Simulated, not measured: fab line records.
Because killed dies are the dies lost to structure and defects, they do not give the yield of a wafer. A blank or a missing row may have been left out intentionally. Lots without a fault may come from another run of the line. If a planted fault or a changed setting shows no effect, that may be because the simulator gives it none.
8D (eight disciplines) problem report, filled in by code    flow ritCmos    the parts of the form that need people (team, actions taken, sign-off) are left out

## 1. THE ISSUE
At RIT_PSD_SOFTBAKE_02, heaterPowerTotalW averages 35.70 W over 6 wafers from 2 lots, while fault-free wafers read 34.56 W, standard deviation 0.049. Relative to the usual mean, that is a shift of +23 standard deviations.
The step: time 60 s.
First observed at day 6 03:33: wafer L249.4, on lithoTrack-01. The record has a number at this step for 18 wafers belonging to 6 lots. Rule for "out", or "out of limits": more than 4 standard deviations from the usual mean. The other wafers with a number count as sound.

## 2. WHAT IT IS AND WHAT IT IS NOT
question                     is                             is not
which readings at this step  heaterPowerTotalW, plateTempC  -
which lots                   L249, L250                     L237, L246, L254, L258
which wafers of those lots   all that have a number         -
read on which tools          lithoTrack-01                  lithoTrack-03, lithoTrack-04
when                         from day 6 03:33               up to then (6 sound wafers); but 6 sound wafers of L254, L258 came after

## 3. THE SUSPECTS, EACH WITH WHAT RULES IT OUT
Counting: a tool at a process step up to the reading stays a suspect if it ran every lot that is out and no sound lot after the first of them.
- lithoTrack-01 at RIT_PSD_SOFTBAKE_02 (time 60 s): kept. It processed each lot that is out, first L249 at day 6 03:33, and no sound lot thereafter; up to then, the last sound lot it processed was L246 at day 5 17:53. Its own heaterPowerTotalW, plateTempC readings are out on those wafers.
Left after counting: lithoTrack-01 at RIT_PSD_SOFTBAKE_02.

## 4. THE CAUSE (what the simulator had put in)
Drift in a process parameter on lithoTrack-01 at RIT_PSD_SOFTBAKE_02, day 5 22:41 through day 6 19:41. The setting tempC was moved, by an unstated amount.
After counting, this tool was the only one left.

## 5. SEQUENCE OF EFFECTS, ordered by route
Rows list readings where the struck wafers' mean (over those with a number) sits beyond 3 standard deviations from the usual. Scope: only readings with a usual standard deviation given in the record; hours: median across lots of the time from each lot's start at the first step in this table that gives one to its start at this step; sigmas: change in usual standard deviations.
hours  step                 reading            usual    on struck wafers  change  sigmas
0      RIT_PSD_SOFTBAKE_02  heaterPowerTotalW  34.56 W  35.70             +1.14   +23
0      RIT_PSD_SOFTBAKE_02  plateTempC         90.02 C  92.21             +2.19   +16
9      RIT_M1_PROBE_99      killedAtFrontEnd   7        18                +11     +3.4
9      RIT_M1_PROBE_99      killedDies         7        18                +11     +3.4
9      RIT_M1_PROBE_99      killedOpen         3.5      10.3              +6.8    +3.4
Here are the process steps it includes:
- RIT_PSD_SOFTBAKE_02: time 60 s.
- RIT_M1_PROBE_99
Later measuring or inspecting steps at which every struck wafer that the step has a row for has a number for every such reading, and none has moved that far: RIT_PSD_OVL_MEAS_06.

## 6. HOW IT WOULD HAVE BEEN CAUGHT EARLIER
First out-of-limits reading in this record: day 6 03:33, which is 5 hours after fault onset at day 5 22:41.
